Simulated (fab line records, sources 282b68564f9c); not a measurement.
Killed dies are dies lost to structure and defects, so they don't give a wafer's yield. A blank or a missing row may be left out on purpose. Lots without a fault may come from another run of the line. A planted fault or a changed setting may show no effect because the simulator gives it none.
Which tool did it? | flow rit_cmos | 14 lots, 42 wafers sampled, at 2 steps of a route of 202

WHAT THE GAUGES READ, wafer by wafer
The record holds no reading of a measuring or inspecting step that can be judged against a usual standard deviation.

WHICH TOOL RAN EACH LOT (tool, then ch and the chambers of the sampled wafers, then the start)
lot  | RIT_PSD_SOFTBAKE_02              | RIT_M1_PROBE_99
L307 | litho_track-03 ch 0, day 3 07:16 | -
L308 | litho_track-03 ch 0, day 3 19:04 | -
L309 | litho_track-01 ch 0, day 3 19:26 | -
L310 | litho_track-01 ch 0, day 4 04:41 | -
L311 | litho_track-01 ch 0, day 4 09:28 | -
L312 | litho_track-02 ch 0, day 4 14:13 | -
L313 | litho_track-03 ch 0, day 4 19:51 | -
L314 | litho_track-01 ch 0, day 4 23:58 | -
L318 | litho_track-02 ch 0, day 5 17:22 | -
L319 | litho_track-03 ch 0, day 5 21:55 | prober-02, day 6 07:05
L320 | litho_track-02 ch 0, day 6 03:53 | -
L322 | litho_track-01 ch 0, day 6 11:49 | -
L327 | litho_track-03 ch 0, day 7 10:28 | -
L329 | litho_track-03 ch 0, day 8 03:43 | -
- RIT_PSD_SOFTBAKE_02: time 60 s.
- RIT_M1_PROBE_99

WHAT THE TOOLS THEMSELVES READ (means of the sampled wafers that have a number; where no wafer has one, the mark that the record gives instead)
RIT_PSD_SOFTBAKE_02. Usual: heater_power_total_W 34.56 W, standard deviation 0.05; plate_temp_C 89.98 C, standard deviation 0.13.
lot  | tool           | heater_power_total_W (W) | plate_temp_C (C) | flag
L307 | litho_track-03 | 34.53                    | 89.92            |
L308 | litho_track-03 | 34.58                    | 90.08            |
L309 | litho_track-01 | 34.55                    | 90.12            |
L310 | litho_track-01 | 34.52                    | 90.00            |
L311 | litho_track-01 | 34.59                    | 90.00            |
L312 | litho_track-02 | 34.59                    | 89.86            |
L313 | litho_track-03 | 34.58                    | 90.04            |
L314 | litho_track-01 | 34.54                    | 89.85            |
L318 | litho_track-02 | 35.25                    | 91.50            | OFF
L319 | litho_track-03 | 34.59                    | 89.99            |
L320 | litho_track-02 | 35.25                    | 91.31            | OFF
L322 | litho_track-01 | 34.53                    | 89.84            |
L327 | litho_track-03 | 34.60                    | 90.02            |
L329 | litho_track-03 | 34.58                    | 89.92            |

RIT_M1_PROBE_99. Usual: killed_at_M0_to_M3 0.0, standard deviation 0.12; killed_at_contacts 0.0, standard deviation 0.16; killed_at_front_end 7.5, standard deviation 2.8; killed_dies 7.6, standard deviation 2.9; killed_open 3.7, standard deviation 2; killed_short 3.8, standard deviation 2.
lot  | tool      | killed_at_M0_to_M3 | killed_at_contacts | killed_at_front_end | killed_dies | killed_open | killed_short | flag
L319 | prober-02 | 0.0                | 0.0                | 7.7                 | 7.7         | 4.0         | 3.7          |

THE ANSWER, worked out from the rows above alone
Rule: a lot is off if the mean of its wafers that have a number lies more than 3 standard deviations from the usual mean. A lot without any number at a reading at which 4 lots or more have one is off too. The other lots that the step has rows for count as sound. The gauges are gone through in route order, then the tools' own readings, and for those a lot's mean is taken as printed above. The first step at which some lot is off is used, and at that step the reading that is off furthest; a lot without a number counts as furthest.
Off: L318, L320, at RIT_PSD_SOFTBAKE_02 (heater_power_total_W).
A tool fits if, at that step or a process step before it, it ran every lot that is off, and no sound lot after the first of them. One fits: litho_track-02 at RIT_PSD_SOFTBAKE_02. Its last sound lot is L312 (day 4 14:13), its first lot that is off L318 (day 5 17:22): a fault that began between those two fits.
The tool's own readings at RIT_PSD_SOFTBAKE_02 bear it out: on the lots that are off they differ by more than 5 times the standard deviation of the sound lots' means. heater_power_total_W reads 35.25 W there against 34.56 W on the sound lots; plate_temp_C reads 91.41 C there against 89.97 C on the sound lots.

WHAT THE SIMULATOR HAD PUT IN
Process parameter drift: litho_track-02, from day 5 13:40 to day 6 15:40, at RIT_PSD_SOFTBAKE_02. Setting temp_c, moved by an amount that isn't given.
Lots struck among those shown: L318, L320. The rule above found the same.
